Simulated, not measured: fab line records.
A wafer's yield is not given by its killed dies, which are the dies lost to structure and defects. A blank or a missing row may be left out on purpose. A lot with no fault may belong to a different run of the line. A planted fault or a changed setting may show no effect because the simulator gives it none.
fab line records -- flow rit-cmos
[record] lots = 14, wafers = 42, last-day = 8
route steps=202 shown NWELL@36
lots untouched by any fault: they come from a run of this same line in which no faults occurred
start-h: the number of hours between the record's first day and the start of the first shown wafer of the lot -- wait-h: hours elapsed since this lot's preceding step -- " the same as in the row above -- L1.1+2: a single row standing in for several wafers -- - no value, or no start given -- * or withheld: withheld -- < > ~ a bound
route shown NAME@n: names a module that has steps shown in the file, with the first one's number in the route -- usual: mean/standard deviation of fault-free wafers -- same: alike in all rows -- chamber/n: place in a boat -- sites: each site's reading -- _std_site: how widely they spread, as a standard deviation -- _edge_site: outer sites' mean less inner sites' -- radius-mm: how far each site lies from the wafer's centre -- mask NAME#n: copy n -- behind: tool/chamber where the wafer was last shaped -- hold: why the lot went on hold/how many hours it stayed there/how the hold came to an end -- device: which transistor (n, p or np) failed to switch -- end of line: tests of these same wafers at the route's end -- a step given without rows: its recipe and nothing more -- killed: count of dies lost to structure and defects at first sort (not the wafer's yield) -- map: a wafer's dies, marking killed ones x, the rest . and places with no die _
set.NAME: the setting the step ran with; set.NAME@STEP: the setting that earlier step ran with -- model.NAME: the simulator's own value behind a step, which no gauge read
steps of the route over a sample of lots; a table a step, a row a wafer
services: a tool's chamber out of use, with start hour (start-h, from the record's first day; less than 0 if before it), hours out, and reason
[[steps]]
[step RIT_NWELL_IMPLANT_08]
[recipe] species = P, energy-kev = 170, dose-cm2 = 5e+13, tilt-deg = 7
[usual] dose-ions-cm2 = 4.999e+13/5.9e+10, faraday-current-uA = 158/3.2
lot.wafer,tool,chamber,start-h,wait-h,dose-ions-cm2,faraday-current-uA
L549.2,implanter-01,0,21.56,0.2,5e+13,155
L549.3,implanter-01,0,21.56,0.2,5e+13,158
L549.4,implanter-01,0,21.56,0.2,4.999e+13,160
L550.2,implanter-04,0,25.69,0.2,4.991e+13,157
L550.3,implanter-04,0,25.69,0.2,5e+13,154
L550.6,implanter-04,0,25.69,0.2,4.998e+13,162
L551.1,implanter-04,0,31.55,0.2,4.997e+13,156
L551.2,implanter-04,0,31.55,0.2,4.996e+13,154
L551.6,implanter-04,0,31.55,0.2,4.995e+13,156
L552.2,implanter-01,0,36.30,0.2,4.997e+13,160
L552.3,implanter-01,0,36.30,0.2,4.995e+13,161
L552.5,implanter-01,0,36.30,0.2,5.003e+13,153
L553.1,implanter-02,0,43.29,0.2,5.006e+13,161
L553.4,implanter-02,0,43.29,0.2,5.012e+13,155
L553.5,implanter-02,0,43.29,0.2,5.02e+13,164
L554.1,implanter-02,0,45.69,0.2,4.999e+13,163
L554.3,implanter-02,0,45.69,0.2,5.003e+13,158
L554.6,implanter-02,0,45.69,0.2,5.008e+13,159
L555.1,implanter-02,0,51.88,0.2,2.892e+13,91
L555.3,implanter-02,0,51.88,0.2,2.895e+13,90
L555.4,implanter-02,0,51.88,0.2,2.889e+13,92
L558.2,implanter-02,0,68.24,0.2,2.892e+13,92
L558.3,implanter-02,0,68.24,0.2,2.896e+13,93
L558.4,implanter-02,0,68.24,0.2,2.88e+13,90
L564.1,implanter-04,0,97.44,0.2,5e+13,162
L564.2,implanter-04,0,97.44,0.2,5.006e+13,160
L564.5,implanter-04,0,97.44,0.2,4.999e+13,165
L567.1,implanter-04,0,116.33,0.2,5e+13,162
L567.3,implanter-04,0,116.33,0.2,4.993e+13,160
L567.5,implanter-04,0,116.33,0.2,4.992e+13,159
L569.2,implanter-01,0,122.34,0.2,5.004e+13,159
L569.3,implanter-01,0,122.34,0.2,4.996e+13,161
L569.5,implanter-01,0,122.34,0.2,4.994e+13,154
L570.1,implanter-04,0,132.32,0.2,5.002e+13,156
L570.4,implanter-04,0,132.32,0.2,5.005e+13,160
L570.5,implanter-04,0,132.32,0.2,5.001e+13,159
L571.1,implanter-02,0,135.86,0.2,4.996e+13,153
L571.4,implanter-02,0,135.86,0.2,4.997e+13,161
L571.6,implanter-02,0,135.86,0.2,4.993e+13,158
L572.1,implanter-01,0,144.71,0.2,5e+13,160
L572.2,implanter-01,0,144.71,0.2,5.006e+13,159
L572.6,implanter-01,0,144.71,0.2,5.001e+13,167
[step RIT_NWELL_TW_MEAS_10]
[usual] NWELL_TW = 2133/22
lot.wafer,tool,chamber,start-h,wait-h,NWELL_TW
L549.2,film-metro-04,-,21.87,0.1,2145
L549.3,film-metro-04,-,21.87,0.1,2148
L549.4,film-metro-04,-,21.87,0.1,2159
L550.2,film-metro-01,-,26.00,0.1,2154
L550.3,film-metro-01,-,26.00,0.1,2170
L550.6,film-metro-01,-,26.00,0.1,2162
L551.1,film-metro-04,-,31.87,0.1,2144
L551.2,film-metro-04,-,31.87,0.1,2146
L551.6,film-metro-04,-,31.87,0.1,2135
L552.2,film-metro-03,-,36.61,0.1,2102
L552.3,film-metro-03,-,36.61,0.1,2090
L552.5,film-metro-03,-,36.61,0.1,2107
L553.1,film-metro-01,-,43.61,0.1,2157
L553.4,film-metro-01,-,43.61,0.1,2153
L553.5,film-metro-01,-,43.61,0.1,2162
L554.1,film-metro-04,-,46.01,0.1,2144
L554.3,film-metro-04,-,46.01,0.1,2138
L554.6,film-metro-04,-,46.01,0.1,2134
L555.1,film-metro-03,-,52.20,0.1,1769
L555.3,film-metro-03,-,52.20,0.1,1773
L555.4,film-metro-03,-,52.20,0.1,1774
L558.2,film-metro-03,-,68.55,0.1,1768
L558.3,film-metro-03,-,68.55,0.1,1773
L558.4,film-metro-03,-,68.55,0.1,1773
L564.1,film-metro-04,-,97.76,0.1,2162
L564.2,film-metro-04,-,97.76,0.1,2144
L564.5,film-metro-04,-,97.76,0.1,2133
L567.1,film-metro-04,-,116.65,0.1,2138
L567.3,film-metro-04,-,116.65,0.1,2153
L567.5,film-metro-04,-,116.65,0.1,2140
L569.2,film-metro-01,-,122.65,0.1,2155
L569.3,film-metro-01,-,122.65,0.1,2152
L569.5,film-metro-01,-,122.65,0.1,2140
L570.1,film-metro-04,-,132.65,0.1,2149
L570.4,film-metro-04,-,132.65,0.1,2162
L570.5,film-metro-04,-,132.65,0.1,2157
L571.1,film-metro-03,-,136.18,0.1,2096
L571.4,film-metro-03,-,136.18,0.1,2092
L571.6,film-metro-03,-,136.18,0.1,2085
L572.1,film-metro-03,-,145.03,0.1,2098
L572.2,film-metro-03,-,145.03,0.1,2102
L572.6,film-metro-03,-,145.03,0.1,2105
[step RIT_WELLDRIVE_RS_MEAS_01]
[recipe] thk-meas-gauge = four-point-probe
[usual] NWELL_RS = 275.4/0.7
lot.wafer,tool,chamber,start-h,wait-h,NWELL_RS[ohm/sq]
L549.2,film-metro-03,-,28.91,0.0,276.0
L549.3,film-metro-03,-,28.91,0.0,275.9
L549.4,film-metro-03,-,28.91,0.0,275.2
L550.2,film-metro-03,-,32.83,0.0,275.8
L550.3,film-metro-03,-,32.83,0.0,275.6
L550.6,film-metro-03,-,32.83,0.0,275.6
L551.1,film-metro-04,-,38.62,0.0,274.9
L551.2,film-metro-04,-,38.62,0.0,276.0
L551.6,film-metro-04,-,38.62,0.0,275.0
L552.2,film-metro-04,-,43.54,0.0,275.4
L552.3,film-metro-04,-,43.54,0.0,274.5
L552.5,film-metro-04,-,43.54,0.0,274.8
L553.1,film-metro-03,-,50.55,0.0,275.3
L553.4,film-metro-03,-,50.55,0.0,275.2
L553.5,film-metro-03,-,50.55,0.0,275.8
L554.1,film-metro-03,-,52.83,0.0,274.5
L554.3,film-metro-03,-,52.83,0.0,274.6
L554.6,film-metro-03,-,52.83,0.0,274.8
L555.1,film-metro-01,-,59.24,0.0,387.5
L555.3,film-metro-01,-,59.24,0.0,387.1
L555.4,film-metro-01,-,59.24,0.0,387.2
L558.2,film-metro-03,-,75.57,0.0,387.3
L558.3,film-metro-03,-,75.57,0.0,387.4
L558.4,film-metro-03,-,75.57,0.0,388.2
L564.1,film-metro-03,-,105.80,0.0,275.3
L564.2,film-metro-03,-,105.80,0.0,274.6
L564.5,film-metro-03,-,105.80,0.0,274.6
L567.1,film-metro-04,-,123.73,0.0,276.4
L567.3,film-metro-04,-,123.73,0.0,275.8
L567.5,film-metro-04,-,123.73,0.0,276.6
L569.2,film-metro-04,-,130.15,0.0,275.5
L569.3,film-metro-04,-,130.15,0.0,276.7
L569.5,film-metro-04,-,130.15,0.0,275.8
L570.1,film-metro-03,-,140.52,0.0,275.9
L570.4,film-metro-03,-,140.52,0.0,274.8
L570.5,film-metro-03,-,140.52,0.0,275.3
L571.1,film-metro-01,-,145.60,0.0,275.0
L571.4,film-metro-01,-,145.60,0.0,275.4
L571.6,film-metro-01,-,145.60,0.0,276.1
L572.1,film-metro-01,-,153.17,0.0,276.3
L572.2,film-metro-01,-,153.17,0.0,275.5
L572.6,film-metro-01,-,153.17,0.0,275.2
[[services]]
tool,chamber,start-h,hours,kind
implanter-04,-,-1.10,24.3,pm
implanter-04,-,106.25,4.0,repair
implanter-01,-,110.63,8.1,repair
implanter-04,-,132.64,3.3,pm
[[key]]
[first-sign] step = RIT_NWELL_IMPLANT_08, reading = dose-ions-cm2, direction = down, sigmas = 99+, usual = 4.999e+13, struck = 2.891e+13
[effect] step = RIT_NWELL_IMPLANT_08, reading = faraday-current-uA, direction = down, sigmas = 21, usual = 158, struck = 91
[effect] step = RIT_NWELL_TW_MEAS_10, reading = NWELL_TW, direction = down, sigmas = 17, usual = 2133, struck = 1772
[effect] step = RIT_WELLDRIVE_RS_MEAS_01, reading = NWELL_RS, direction = up, sigmas = 99+, usual = 275.4, struck = 387.5
met-at RIT_NWELL_IMPLANT_08
struck-lots L555,L558
tester-left-out L555,L558
onset-between 45.69 51.88
[fault] kind = process-parameter-drift, tool = implanter-02, chamber = -, onset-h = 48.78, steps = RIT_NWELL_IMPLANT_08, channel = dose-cm2, offset = -2.1034e+13, shape = step, end-h = 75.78, acts-in = these-recipes-only, stated = 5e+13
// tester-left-out: of these lots the tester's yield and bins aren't shown, on N5 and GAA mostly nor the transistor test; their killed dies are dies lost to structure and defects alone, not to doping, threshold or leakage, so they don't give the yield
